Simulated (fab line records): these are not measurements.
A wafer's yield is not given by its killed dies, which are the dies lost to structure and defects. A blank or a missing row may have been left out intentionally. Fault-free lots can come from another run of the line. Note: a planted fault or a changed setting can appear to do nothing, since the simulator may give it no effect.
fab line records	flow berkeleyCmos170
record lots=13	wafers=39	lastDay=12
route steps=331 shown SDANNEAL@205 SILICIDE@211 CONTACT@234
lots untouched by any fault: they come from a run of this same line in which no faults occurred
startH: start of the lot's first displayed wafer, in hours after the record's first day	waitH: how many hours have passed since the lot's step before this one	" repeats the value in the row above	L1.1+2: a single row standing in for several wafers	- either no value or no given start	* or withheld: withheld	< > ~ a bound
route shown NAME@n: names a module that has steps shown in the file, with the first one's number in the route	usual: average and standard deviation across the fault-free wafers	same: alike in all rows	chamber/n: place in a boat	sites: readings site by site	_std_site: the values' standard deviation	_edge_site: the outer-site mean with the inner-site mean subtracted	radiusMm: how far each site lies from the wafer's centre	mask NAME#n: copy n	behind: tool/chamber where the wafer was last shaped	hold: why the lot went on hold/how many hours it stayed there/how the hold came to an end	device: which transistor (n, p or np) failed to switch	end of line: the same wafers' tests at the end of the route	step lacking rows: just its recipe	killed: dies lost to structure and defects at the first sort, not the wafer's yield	map: shows each die of a wafer: x if killed, . if not, _ if none is there
set.NAME: setting as actually run; set.NAME@STEP: the setting as run at that earlier step	model.NAME: the simulator's own value behind a step, which no gauge read
a sample of lots followed through the steps of the route, with each step as a table and each wafer as a row
services: when a tool's chamber went out of use (startH, in hours from the record's first day, below 0 if earlier), for how many hours, and the reason
## steps
# step UCB170_SDANNEAL_RTA_01
# recipe tempC=1050	timeS=5	ambient=N2
# usual lampPowerPct=35.8/1.2	wafer_temp_C_max=1056.3/1.2
lot.wafer	tool	chamber	startH	waitH	lampPowerPct	wafer_temp_C_max
L929.2	rtpAnneal-02	0	137.24	0.1	37.0	1055.2
L929.3	"	0	"	"	37.0	1055.5
L929.6	"	0	"	"	37.0	1056.9
L931.3	rtpAnneal-01	0	146.05	0.1	34.7	1056.2
L931.5	"	0	"	"	34.7	1055.9
L931.6	"	0	"	"	34.7	1055.6
L930.1	rtpAnneal-02	0	146.43	0.1	37.0	1055.7
L930.5	"	0	"	"	37.1	1056.0
L930.6	"	0	"	"	37.0	1055.3
L932.3	rtpAnneal-02	0	156.04	0.1	37.0	1055.3
L932.5	"	0	"	"	37.1	1055.4
L932.6	"	0	"	"	37.1	1055.1
L935.1	rtpAnneal-02	0	170.01	0.1	37.1	1056.3
L935.3	"	0	"	"	37.1	1055.9
L935.5	"	0	"	"	37.0	1056.8
L938.1	rtpAnneal-01	0	179.35	0.1	34.6	1055.8
L938.4	"	0	"	"	34.7	1056.1
L938.6	"	0	"	"	34.7	1054.8
L937.2	rtpAnneal-01	0	179.82	0.1	34.7	1058.5
L937.4	"	0	"	"	34.6	1059.1
L937.6	"	0	"	"	34.6	1055.9
L939.1	rtpAnneal-02	0	195.84	0.1	37.0	1058.1
L939.4	"	0	"	"	37.1	1058.9
L939.5	"	0	"	"	37.0	1056.2
L941.1	rtpAnneal-01	0	196.16	0.1	34.7	1056.5
L941.2	"	0	"	"	34.7	1056.5
L941.5	"	0	"	"	34.6	1055.1
L940.3	rtpAnneal-02	0	196.31	0.1	37.0	1055.9
L940.5	"	0	"	"	37.1	1056.6
L940.6	"	0	"	"	37.0	1055.2
L942.2	rtpAnneal-01	0	196.70	0.1	34.7	1056.0
L942.4	"	0	"	"	34.6	1058.5
L942.5	"	0	"	"	34.6	1056.1
L943.1	rtpAnneal-01	0	206.39	0.1	34.6	1056.2
L943.5	"	0	"	"	34.6	1057.1
L943.6	"	0	"	"	34.7	1055.6
L951.2	rtpAnneal-01	0	256.69	0.1	34.7	1055.9
L951.3	"	0	"	"	34.6	1056.7
L951.5	"	0	"	"	34.7	1055.0
# step UCB170_SILICIDE_SPUTTER_01
# recipe material=Ti	targetThkNm=30	timeS=25	powerW=1460	chamberPressurePa=0.5
# usual throttleValvePct=29.7/1.4
lot.wafer	tool	chamber	startH	waitH	throttleValvePct
L929.2	pvdSputter-03	-	137.83	0.0	28.9
L929.3	"	-	"	"	30.7
L929.6	"	-	"	"	28.1
L931.3	pvdSputter-03	-	146.63	0.0	31.0
L931.5	"	-	"	"	28.1
L931.6	"	-	"	"	30.5
L930.1	pvdSputter-04	-	147.03	0.0	27.9
L930.5	"	-	"	"	29.6
L930.6	"	-	"	"	28.0
L932.3	pvdSputter-02	-	156.62	0.0	28.5
L932.5	"	-	"	"	28.5
L932.6	"	-	"	"	32.6
L935.1	pvdSputter-03	-	170.61	0.0	29.1
L935.3	"	-	"	"	30.6
L935.5	"	-	"	"	28.3
L938.1	pvdSputter-02	-	179.96	0.0	31.0
L938.4	"	-	"	"	30.2
L938.6	"	-	"	"	32.3
L937.2	pvdSputter-04	-	180.42	0.0	28.1
L937.4	"	-	"	"	31.1
L937.6	"	-	"	"	29.1
L939.1	pvdSputter-02	-	196.44	0.0	32.0
L939.4	"	-	"	"	31.0
L939.5	"	-	"	"	28.4
L941.1	pvdSputter-03	-	196.76	0.0	30.7
L941.2	"	-	"	"	28.1
L941.5	"	-	"	"	28.8
L940.3	pvdSputter-04	-	196.92	0.0	27.9
L940.5	"	-	"	"	27.8
L940.6	"	-	"	"	27.8
L942.2	pvdSputter-02	-	197.29	0.0	30.2
L942.4	"	-	"	"	30.9
L942.5	"	-	"	"	30.8
L943.1	pvdSputter-04	-	207.00	0.0	28.0
L943.5	"	-	"	"	27.9
L943.6	"	-	"	"	28.0
L951.2	pvdSputter-02	-	257.29	0.0	30.3
L951.3	"	-	"	"	32.1
L951.5	"	-	"	"	32.4
# step UCB170_CONTACT_ETCH_18
# recipe chemistry=CHF3/CF4/Ar	target=PSG	stopOn=TiSi2	CHF3_flow_sccm=45	cf4FlowSccm=15	Ar_flow_sccm=150	pressureMtorr=200	rfW=700	targetDepthA=8400	overEtchFrac=0.2	timeS=195
# usual drypumpMotorCurrentA=5.7/0.48	oesProductAu=0.895/0.014	runLengthS=223.4/0.49	throttleValvePct=6.86/0.1
lot.wafer	tool	chamber	startH	waitH	drypumpMotorCurrentA	oesProductAu	rfHoursCounterH	runLengthS	throttleValvePct
L929.2	rieDiel-03	1	142	-	6.4	0.894	50	222.8	6.72
L929.3	"	3	"	"	6.3	0.893	9	223.7	6.80
L929.6	"	3	"	"	6.3	0.895	-	223.8	6.82
L931.3	rieDiel-02	3	152	-	5.6	0.885	4	223.6	6.98
L931.5	"	2	"	"	5.9	0.873	-	223.2	6.87
L931.6	"	1	"	"	5.3	0.915	-	223.8	6.88
L930.1	rieDiel-03	3	153	-	6.3	0.889	10	223.6	6.79
L930.5	"	1	"	"	6.4	0.892	-	222.5	6.72
L930.6	"	0	"	"	5.0	0.902	-	223.9	6.84
L932.3	rieDiel-01	0	160	-	5.8	0.890	67	223.0	6.95
L932.5	"	2	161	-	4.9	0.887	-	223.7	6.98
L932.6	"	1	"	"	5.2	0.889	-	223.5	6.94
L935.1	rieDiel-01	3	176	-	5.7	0.913	77	222.8	6.68
L935.3	"	2	"	"	4.9	0.886	7	223.1	6.95
L935.5	"	2	"	"	4.9	0.900	-	223.5	6.96
L938.1	rieDiel-01	2	186	-	4.9	0.895	7	223.1	6.96
L938.4	"	3	"	"	5.7	0.927	77	223.5	6.68
L938.6	"	0	"	"	5.9	0.906	-	222.6	6.95
L937.2	rieDiel-02	2	186	-	5.9	0.869	22	223.6	6.88
L937.4	"	0	"	"	5.8	0.909	3	223.2	7.00
L937.6	"	1	"	"	5.3	0.902	-	223.3	6.89
L941.1	rieDiel-01	2	201	-	4.9	0.897	8	223.1	6.95
L941.2	"	1	"	"	5.2	0.902	27	223.8	6.95
L941.5	"	3	"	"	5.7	0.916	-	222.9	6.67
L939.1	rieDiel-01	1	201	-	5.2	0.894	27	224.0	6.94
L939.4	"	2	"	"	4.9	0.893	8	223.4	6.96
L939.5	"	0	"	"	5.8	0.903	-	223.2	6.94
L940.3	rieDiel-03	1	203	-	6.4	0.881	53	222.7	6.70
L940.5	"	1	"	"	6.4	0.873	-	222.6	6.70
L940.6	"	2	"	"	6.0	0.880	-	223.4	6.81
L942.2	rieDiel-01	0	203	-	5.8	0.891	69	222.6	6.95
L942.4	"	2	"	"	4.9	0.880	8	223.5	6.95
L942.5	"	0	"	"	5.8	0.890	-	222.8	6.95
L943.1	rieDiel-01	2	212	-	4.9	0.903	8	223.1	6.96
L943.5	"	0	"	"	5.8	0.909	-	223.2	6.96
L943.6	"	3	"	"	5.7	0.924	-	222.9	6.69
L951.2	rieDiel-03	3	262	-	6.3	0.667	15	379.4	6.79
L951.3	"	2	"	"	6.0	0.897	26	223.2	6.81
L951.5	"	3	"	"	6.3	0.660	-	379.6	6.80
# step UCB170_CONTACT_STRIP_19
# recipe chemistry=O2	powerW=400	pressureMtorr=3500	platenTempC=withheld	o2FlowSccm=400	overashFraction=0.5259
# usual drypumpMotorCurrentA=5.7/0.5	oesProductAu=0.717/0.0044
lot.wafer	tool	chamber	startH	waitH	drypumpMotorCurrentA	oesProductAu	rfHoursCounterH
L929.2	plasmaAsher-04	1	142.56	-	6.0	0.717	48
L929.3	"	1	"	"	6.0	0.723	-
L929.6	"	0	"	"	6.3	0.717	-
L931.3	plasmaAsher-02	1	152.70	-	5.4	0.708	-
L931.5	"	1	"	"	5.4	0.716	-
L931.6	"	0	"	"	5.2	0.719	-
L930.1	plasmaAsher-01	0	153.20	-	5.8	0.718	4
L930.5	"	0	"	"	5.8	0.717	-
L930.6	"	1	"	"	4.8	0.717	-
L932.3	plasmaAsher-04	1	161.11	-	6.0	0.718	-
L932.5	"	0	"	"	6.3	0.712	-
L932.6	"	1	"	"	6.1	0.728	-
L935.1	plasmaAsher-04	0	176.47	-	6.3	0.715	52
L935.3	"	0	"	"	6.3	0.716	-
L935.5	"	1	"	"	6.1	0.710	-
L938.1	plasmaAsher-04	1	186.57	-	6.1	0.717	53
L938.4	"	1	"	"	6.0	0.722	-
L938.6	"	0	"	"	6.3	0.720	-
L937.2	plasmaAsher-01	1	186.68	-	4.8	0.717	8
L937.4	"	1	"	"	4.8	0.718	-
L937.6	"	0	"	"	5.9	0.711	-
L941.1	plasmaAsher-04	0	201.17	-	6.3	0.711	55
L941.2	"	1	"	"	6.1	0.722	55
L941.5	"	0	"	"	6.3	0.719	-
L939.1	plasmaAsher-02	1	201.98	-	5.3	0.712	41
L939.4	"	0	"	"	5.2	0.715	-
L939.5	"	1	"	"	5.4	0.728	-
L940.3	plasmaAsher-04	1	203.34	-	6.1	0.716	-
L940.5	"	1	"	"	6.1	0.722	-
L940.6	"	0	"	"	6.3	0.719	-
L942.2	plasmaAsher-02	0	203.96	-	5.3	0.714	41
L942.4	"	1	"	"	5.3	0.712	-
L942.5	"	0	"	"	5.3	0.723	-
L943.1	plasmaAsher-01	0	212.24	-	5.9	0.718	11
L943.5	"	1	"	"	4.8	0.713	-
L943.6	"	0	"	"	5.9	0.720	-
L951.2	plasmaAsher-02	1	262.97	-	5.4	0.712	48
L951.3	"	0	"	"	5.2	0.711	-
L951.5	"	1	"	"	5.3	0.717	-
# step UCB170_CONTACT_CD_MEAS_90
# recipe targetCdNm=700
# usual cdNm=700.0/1.3
lot.wafer	tool	chamber	startH	waitH	cdNm
L929.2	cdSem-02	-	142.68	0.1	700.3
L929.3	"	-	"	"	700.6
L929.6	"	-	"	"	699.1
L931.3	cdSem-01	-	152.80	0.1	699.1
L931.5	"	-	"	"	698.5
L931.6	"	-	"	"	699.1
L930.1	cdSem-01	-	153.30	0.1	698.8
L930.5	"	-	"	"	699.7
L930.6	"	-	"	"	701.3
L932.3	cdSem-02	-	161.22	0.1	698.2
L932.5	"	-	"	"	696.4
L932.6	"	-	"	"	699.7
L935.1	cdSem-01	-	176.57	0.1	698.8
L935.3	"	-	"	"	700.0
L935.5	"	-	"	"	699.4
L938.1	cdSem-01	-	186.67	0.1	698.8
L938.4	"	-	"	"	697.3
L938.6	"	-	"	"	699.8
L937.2	cdSem-02	-	186.80	0.1	700.0
L937.4	"	-	"	"	700.6
L937.6	"	-	"	"	700.1
L941.1	cdSem-01	-	201.27	0.1	701.1
L941.2	"	-	"	"	700.4
L941.5	"	-	"	"	699.8
L939.1	cdSem-02	-	202.08	0.1	701.4
L939.4	"	-	"	"	701.8
L939.5	"	-	"	"	699.9
L940.3	cdSem-01	-	203.55	0.2	700.0
L940.5	"	-	"	"	699.7
L940.6	"	-	"	"	699.9
L942.2	cdSem-01	-	204.08	0.1	701.2
L942.4	"	-	"	"	701.9
L942.5	"	-	"	"	701.8
L943.1	cdSem-01	-	212.34	0.1	700.1
L943.5	"	-	"	"	699.9
L943.6	"	-	"	"	700.1
L951.2	cdSem-02	-	263.09	0.1	704.8
L951.3	"	-	"	"	700.2
L951.5	"	-	"	"	703.3
## services
tool	chamber	startH	hours	kind
plasmaAsher-01	0	117.75	-	clean
plasmaAsher-01	1	117.75	-	clean
plasmaAsher-02	-	117.97	1.3	repair
rieDiel-02	0	119.84	-	clean
rieDiel-02	0	119.84	23.5	scheduledDown
rieDiel-02	0	119.84	23.5	ventCycle
pvdSputter-04	-	132.00	1.5	repair
plasmaAsher-04	-	145.39	2.4	repair
rieDiel-03	1	159.17	7.0	repair
rieDiel-02	1	161.49	-	clean
rieDiel-02	1	161.49	16.6	scheduledDown
rieDiel-02	1	161.49	16.6	ventCycle
rieDiel-02	3	161.93	1.9	repair
rieDiel-02	2	165.38	11.7	repair
rieDiel-03	-	173.02	0.1	repair
rieDiel-03	3	189.20	5.1	repair
rieDiel-01	-	221.75	0.7	repair
pvdSputter-04	-	224.77	2.2	repair
rieDiel-02	-	232.99	1.0	repair
## key
firstSign step=UCB170_CONTACT_ETCH_18	reading=runLengthS	direction=up	sigmas=99+	usual=*	struck=*
effect step=UCB170_CONTACT_ETCH_18	reading=oesProductAu	direction=down	sigmas=16	usual=0.895	struck=0.664
effect step=UCB170_CONTACT_CD_MEAS_90	reading=cdNm	direction=up	sigmas=3.2	usual=700.0	struck=704.1
metAt UCB170_CONTACT_ETCH_18
struckLots L951
struckWafers L951.2,L951.5
testerLeftOut L951
notActingAt UCB170_SDANNEAL_RTA_01,UCB170_SILICIDE_SPUTTER_01,UCB170_CONTACT_STRIP_19
onsetBetween 153 262
fault kind=processParameterDrift	tool=rieDiel-03	chamber=3	onsetH=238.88	steps=UCB170_CONTACT_ETCH_18	channel=timeS	offset=*	shape=step	endH=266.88	actsIn=*	stated=*
# testerLeftOut: of these lots the tester's yield and bins aren't shown, on N5 and GAA mostly nor the transistor test; their killed dies are dies lost to structure and defects alone, not to doping, threshold or leakage, so they don't give the yield
